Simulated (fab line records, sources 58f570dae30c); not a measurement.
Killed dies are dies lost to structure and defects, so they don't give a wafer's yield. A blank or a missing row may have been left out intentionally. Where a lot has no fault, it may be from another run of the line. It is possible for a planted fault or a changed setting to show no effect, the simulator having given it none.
Which tool is to blame? + flow berkeley cmos170 + 7 lots, 21 wafers sampled, at 2 steps of a route of 331

== WHAT THE GAUGES READ, wafer by wafer ==
UCB170_SDANNEAL_RS_MEAS_05: measurement is done with a four-point probe.
| lot  | measured     | on            | NLDD_RS (ohm/sq)  |
|------|--------------|---------------|-------------------|
| L525 | day 7 08:10  | film metro-02 | 612.6 612.9 615.2 |
| L527 | day 7 08:29  | film metro-01 | 616.8 615.8 615.6 |
| L528 | day 8 01:18  | film metro-01 | 577.7 578.8 580.4 |
| L538 | day 10 08:11 | film metro-01 | 617.7 615.6 616.7 |
| L540 | day 10 22:53 | film metro-02 | 617.1 616.9 616.0 |
| L543 | day 11 12:38 | film metro-02 | 614.2 614.7 614.0 |
| L544 | day 11 13:32 | film metro-02 | 618.2 616.1 616.7 |

== WHICH TOOL RAN EACH LOT (tool, then ch and the chambers of the sampled wafers, then the start) ==
| lot  | UCB170_NLDD_IMPLANT_08          |
|------|---------------------------------|
| L525 | implanter-04 ch 0, day 6 23:31  |
| L527 | implanter-04 ch 0, day 6 23:59  |
| L528 | implanter-04 ch 0, day 7 13:14  |
| L538 | implanter-01 ch 0, day 9 20:01  |
| L540 | implanter-01 ch 0, day 10 11:14 |
| L543 | implanter-04 ch 0, day 11 00:35 |
| L544 | implanter-01 ch 0, day 11 01:13 |
- UCB170_NLDD_IMPLANT_08

== THE ANSWER, worked out from the rows above alone ==
Rule: what is usual is taken from the lots themselves. Put in order of their means at a reading, lots are off if they are a third of the lots or fewer, leave a main group of 4 or more, and stand apart from it by a gap of 3 or more times the standard deviation of the main group's means; of several such gaps the widest counts. A main group whose means are all the same, to the digits that the tables above print for the reading, isn't used. Also off: a lot with no number at a reading for which 4 or more lots have one. Any other lot the step has rows for is counted as sound.
Off: L528, at UCB170_SDANNEAL_RS_MEAS_05 (NLDD_RS). The main group has a mean of 615.7 ohm/sq with a standard deviation of 1.3.
A tool fits if, at a process step before that reading, it ran every lot that is off, and no sound lot after the first of them. Those tools and the gauges at UCB170_SDANNEAL_RS_MEAS_05 are tried in the same way. Not one of the candidates tried fits.

== WHAT THE SIMULATOR HAD PUT IN ==
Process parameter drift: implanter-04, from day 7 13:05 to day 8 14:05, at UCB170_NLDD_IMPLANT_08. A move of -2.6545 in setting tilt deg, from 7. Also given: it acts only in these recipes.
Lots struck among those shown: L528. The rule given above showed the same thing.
